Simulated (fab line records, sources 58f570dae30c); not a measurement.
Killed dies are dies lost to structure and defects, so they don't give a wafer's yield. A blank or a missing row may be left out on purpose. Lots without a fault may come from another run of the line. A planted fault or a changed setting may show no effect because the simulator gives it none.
Which tool did it? | flow berkeley_cmos170 | 14 lots, 42 wafers sampled, at 6 steps of a route of 331

WHAT THE GAUGES READ, wafer by wafer
UCB170_M1_CD_MEAS_90: target cd 700 nm.
lot  | measured     | on        | cd_nm (nm)
L294 | day 6 20:47  | cd_sem-01 | 701.8 701.1 701.3
L293 | day 6 21:05  | cd_sem-02 | 699.1 698.1 701.9
L297 | day 7 11:18  | cd_sem-02 | 702.8 705.7 702.0
L296 | day 7 12:04  | cd_sem-01 | 699.1 700.8 702.4
L295 | day 7 12:19  | cd_sem-02 | 696.0 697.5 696.6
L298 | day 8 04:40  | cd_sem-02 | 699.9 699.5 699.7
L299 | day 8 10:27  | cd_sem-02 | 700.4 696.0 701.3
L300 | day 8 10:22  | cd_sem-01 | 701.4 703.9 703.9
L301 | day 8 18:40  | cd_sem-02 | 699.4 699.3 702.8
L302 | day 9 06:35  | cd_sem-01 | 698.5 701.5 699.1
L305 | day 9 22:35  | cd_sem-02 | 700.5 697.6 675.0
L308 | day 10 09:55 | cd_sem-01 | 674.7 698.4 674.8
L315 | day 11 19:17 | cd_sem-02 | 702.1 698.3 698.6
L314 | day 11 16:55 | cd_sem-01 | 699.0 702.8 699.5

UCB170_V1_CD_MEAS_12: target cd 700 nm.
lot  | measured     | on        | cd_nm (nm)
L294 | day 7 05:05  | cd_sem-01 | 701.0 700.9 700.1
L293 | day 7 05:19  | cd_sem-02 | 700.5 698.3 700.2
L297 | day 7 17:28  | cd_sem-02 | 700.9 702.1 699.6
L296 | day 7 17:41  | cd_sem-02 | 700.8 699.1 699.4
L295 | day 7 17:34  | cd_sem-01 | 702.3 703.3 703.0
L298 | day 8 13:54  | cd_sem-01 | 700.9 700.9 701.1
L299 | day 8 14:08  | cd_sem-02 | 699.1 698.1 699.2
L300 | day 8 14:25  | cd_sem-02 | 699.7 699.4 698.0
L301 | day 9 00:32  | cd_sem-02 | 699.6 699.5 697.3
L302 | day 9 12:48  | cd_sem-02 | 699.9 701.0 700.6
L305 | day 10 04:58 | cd_sem-02 | 700.6 700.5 700.4
L308 | day 10 15:47 | cd_sem-02 | 701.8 700.1 700.9
L315 | day 12 02:41 | cd_sem-01 | 697.3 696.2 698.0
L314 | day 12 02:23 | cd_sem-02 | 700.0 700.0 700.1

UCB170_V2_CD_MEAS_12: target cd 700 nm.
lot  | measured     | on        | cd_nm (nm)
L294 | day 7 10:38  | cd_sem-02 | 700.6 701.1 701.4
L293 | day 7 11:36  | cd_sem-01 | 698.6 697.6 698.7
L297 | day 8 01:04  | cd_sem-01 | 701.0 699.9 700.4
L296 | day 8 01:53  | cd_sem-01 | 698.6 699.9 699.9
L295 | day 8 01:36  | cd_sem-01 | 697.9 698.5 698.2
L298 | day 8 22:48  | cd_sem-01 | 701.0 701.9 701.6
L299 | day 8 23:02  | cd_sem-01 | 696.9 696.7 696.5
L300 | day 8 23:07  | cd_sem-02 | 700.2 699.8 700.2
L301 | day 9 06:31  | cd_sem-02 | 696.7 697.4 698.0
L302 | day 9 18:32  | cd_sem-02 | 700.9 701.0 701.2
L305 | day 10 11:02 | cd_sem-01 | 699.8 700.0 698.9
L308 | day 10 21:20 | cd_sem-02 | 703.4 701.1 701.6
L315 | day 12 08:08 | cd_sem-02 | 701.6 700.1 701.2
L314 | day 12 07:31 | cd_sem-01 | 699.3 699.6 699.2

WHICH TOOL RAN EACH LOT (tool, then ch and the chambers of the sampled wafers, then the start)
lot  | UCB170_ACTIVE_STRIP_16              | UCB170_M1_METAL_ETCH_12           | UCB170_M1_STRIP_13
L294 | plasma_asher-02 ch 0,1, day 4 01:21 | rie_metal-04 ch 0,1, day 6 20:32  | plasma_asher-03 ch 0,1, day 6 20:39
L293 | plasma_asher-03 ch 0,1, day 4 01:35 | rie_metal-03 ch 0, day 6 20:46    | plasma_asher-03 ch 0,1, day 6 20:53
L297 | plasma_asher-04 ch 0,1, day 4 15:01 | rie_metal-04 ch 0,1, day 7 11:03  | plasma_asher-03 ch 0,1, day 7 11:11
L296 | plasma_asher-02 ch 0,1, day 4 15:08 | rie_metal-02 ch 0,1, day 7 11:50  | plasma_asher-03 ch 0,1, day 7 11:58
L295 | plasma_asher-03 ch 0,1, day 4 15:10 | rie_metal-03 ch 0,1, day 7 12:05  | plasma_asher-03 ch 0,1, day 7 12:13
L298 | plasma_asher-03 ch 0,1, day 5 00:49 | rie_metal-04 ch 0,1, day 8 04:25  | plasma_asher-01 ch 0,1, day 8 04:34
L299 | plasma_asher-02 ch 1, day 5 13:40   | rie_metal-03 ch 0,1, day 8 10:13  | plasma_asher-04 ch 0, day 8 10:21
L300 | plasma_asher-03 ch 0,1, day 5 13:53 | rie_metal-02 ch 0,1, day 8 10:08  | plasma_asher-01 ch 0,1, day 8 10:16
L301 | plasma_asher-02 ch 0,1, day 5 18:07 | rie_metal-04 ch 0,1, day 8 18:25  | plasma_asher-03 ch 0, day 8 18:32
L302 | plasma_asher-03 ch 0,1, day 6 00:18 | rie_metal-03 ch 1, day 9 06:15    | plasma_asher-03 ch 0,1, day 9 06:28
L305 | plasma_asher-04 ch 0,1, day 6 17:44 | rie_metal-04 ch 0,1, day 9 22:20  | plasma_asher-01 ch 0,1, day 9 22:29
L308 | plasma_asher-03 ch 0, day 7 05:04   | rie_metal-04 ch 0,1, day 10 09:40 | plasma_asher-04 ch 0,1, day 10 09:49
L315 | plasma_asher-02 ch 0,1, day 9 00:32 | rie_metal-02 ch 0,1, day 11 19:03 | plasma_asher-04 ch 0,1, day 11 19:10
L314 | plasma_asher-04 ch 0,1, day 9 01:04 | rie_metal-02 ch 0,1, day 11 16:40 | plasma_asher-03 ch 0,1, day 11 16:47
- UCB170_ACTIVE_STRIP_16: strips in O2.
- UCB170_M1_METAL_ETCH_12: etches Al in Cl2/BCl3, stops on PSG, target depth 780 nm, time 130 s.
- UCB170_M1_STRIP_13: strips in O2.

WHAT THE TOOLS THEMSELVES READ (means of the sampled wafers that have a number; where no wafer has one, the mark that the record gives instead)
UCB170_ACTIVE_STRIP_16.
lot  | tool            | chamber_pressure_mTorr (mTorr) | drypump_motor_current_A (A) | oes_product_au (a.u.) | strip_time_to_endpoint_s (s)
L294 | plasma_asher-02 | 3499                           | 6.0                         | 0.723                 | 18.13
L293 | plasma_asher-03 | 3497                           | 5.7                         | 0.722                 | 18.06
L297 | plasma_asher-04 | 3500                           | 5.6                         | 0.723                 | 17.96
L296 | plasma_asher-02 | 3501                           | 6.0                         | 0.714                 | 18.10
L295 | plasma_asher-03 | 3502                           | 5.7                         | 0.721                 | 18.08
L298 | plasma_asher-03 | 3502                           | 5.7                         | 0.724                 | 18.04
L299 | plasma_asher-02 | 3498                           | 6.5                         | 0.723                 | 18.14
L300 | plasma_asher-03 | 3500                           | 5.7                         | 0.722                 | 18.02
L301 | plasma_asher-02 | 3496                           | 6.3                         | 0.726                 | 18.07
L302 | plasma_asher-03 | 3501                           | 5.6                         | 0.720                 | 18.12
L305 | plasma_asher-04 | 3500                           | 5.6                         | 0.720                 | 18.26
L308 | plasma_asher-03 | 3501                           | 6.0                         | 0.725                 | 18.13
L315 | plasma_asher-02 | 3502                           | 6.3                         | 0.723                 | 18.09
L314 | plasma_asher-04 | 3498                           | 5.6                         | 0.721                 | 18.02

UCB170_M1_METAL_ETCH_12.
lot  | tool         | bcl3_flow_sccm (sccm) | chamber_pressure_mTorr (mTorr) | drypump_motor_current_A (A) | oes_product_au (a.u.) | throttle_valve_pct (%)
L294 | rie_metal-04 | 45.07                 | 11.989                         | 6.0                         | 0.842                 | 24.32
L293 | rie_metal-03 | 44.98                 | 12.001                         | 6.3                         | 0.856                 | 24.30
L297 | rie_metal-04 | 45.18                 | 11.996                         | 5.5                         | 0.832                 | 24.28
L296 | rie_metal-02 | 44.86                 | 11.998                         | 5.4                         | 0.868                 | 24.27
L295 | rie_metal-03 | 45.03                 | 12.002                         | 6.2                         | 0.860                 | 24.50
L298 | rie_metal-04 | 44.90                 | 12.007                         | 6.0                         | 0.834                 | 24.31
L299 | rie_metal-03 | 45.02                 | 12.004                         | 6.2                         | 0.868                 | 24.49
L300 | rie_metal-02 | 44.95                 | 11.999                         | 5.5                         | 0.868                 | 24.40
L301 | rie_metal-04 | 45.00                 | 11.994                         | 5.5                         | 0.843                 | 24.27
L302 | rie_metal-03 | 45.16                 | 11.992                         | 6.1                         | 0.859                 | 24.59
L305 | rie_metal-04 | 44.98                 | 11.994                         | 5.9                         | 0.839                 | 24.32
L308 | rie_metal-04 | 45.22                 | 11.994                         | 5.5                         | 0.843                 | 24.27
L315 | rie_metal-02 | 45.06                 | 11.996                         | 5.5                         | 0.870                 | 24.40
L314 | rie_metal-02 | 44.96                 | 12.002                         | 5.5                         | 0.878                 | 24.39

UCB170_M1_STRIP_13.
lot  | tool            | chamber_pressure_mTorr (mTorr) | drypump_motor_current_A (A) | oes_product_au (a.u.)
L294 | plasma_asher-03 | 3501.6                         | 5.7                         | 0.722
L293 | plasma_asher-03 | 3502.4                         | 5.8                         | 0.722
L297 | plasma_asher-03 | 3500.8                         | 5.7                         | 0.718
L296 | plasma_asher-03 | 3498.0                         | 5.7                         | 0.723
L295 | plasma_asher-03 | 3501.2                         | 5.7                         | 0.721
L298 | plasma_asher-01 | 3499.6                         | 5.4                         | 0.722
L299 | plasma_asher-04 | 3498.3                         | 6.3                         | 0.717
L300 | plasma_asher-01 | 3498.4                         | 5.3                         | 0.720
L301 | plasma_asher-03 | 3497.5                         | 6.0                         | 0.722
L302 | plasma_asher-03 | 3497.3                         | 5.7                         | 0.718
L305 | plasma_asher-01 | 3501.4                         | 5.2                         | 0.635
L308 | plasma_asher-04 | 3499.9                         | 5.6                         | 0.548
L315 | plasma_asher-04 | 3501.1                         | 6.0                         | 0.718
L314 | plasma_asher-03 | 3500.6                         | 5.7                         | 0.717

THE ANSWER, worked out from the rows above alone
Rule: what is usual is taken from the lots themselves. Put in order of their means at a reading, lots are off if they are a third of the lots or fewer, leave a main group of 4 or more, and stand apart from it by a gap of 3 or more times the standard deviation of the main group's means; of several such gaps the widest counts. A main group whose means are all the same, to the digits that the tables above print for the reading, isn't used. A lot without any number at a reading at which 4 lots or more have one is off too. The other lots that the step has rows for count as sound. The gauges are gone through in route order, then the tools' own readings, and for those a lot's mean is taken as printed above. The first step at which some lot is off is used, and at that step the reading that is off furthest; a lot without a number counts as furthest.
Off: L305, L308, at UCB170_M1_CD_MEAS_90 (cd_nm). The main group: mean 700.4 nm, standard deviation 1.7.
A tool fits if, at a process step before that reading, it ran every lot that is off, and no sound lot after the first of them. The gauges at UCB170_M1_CD_MEAS_90 aren't tried: what is off there is off at UCB170_M1_STRIP_13 too, on other tools, and a gauge's error can't cause that. One fits: rie_metal-04 at UCB170_M1_METAL_ETCH_12. Its last sound lot is L301 (day 8 18:25), its first lot that is off L305 (day 9 22:20): a fault that began between those two fits.

WHAT THE SIMULATOR HAD PUT IN
Process parameter drift: rie_metal-04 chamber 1, from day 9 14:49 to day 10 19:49, at UCB170_M1_METAL_ETCH_12. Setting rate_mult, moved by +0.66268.
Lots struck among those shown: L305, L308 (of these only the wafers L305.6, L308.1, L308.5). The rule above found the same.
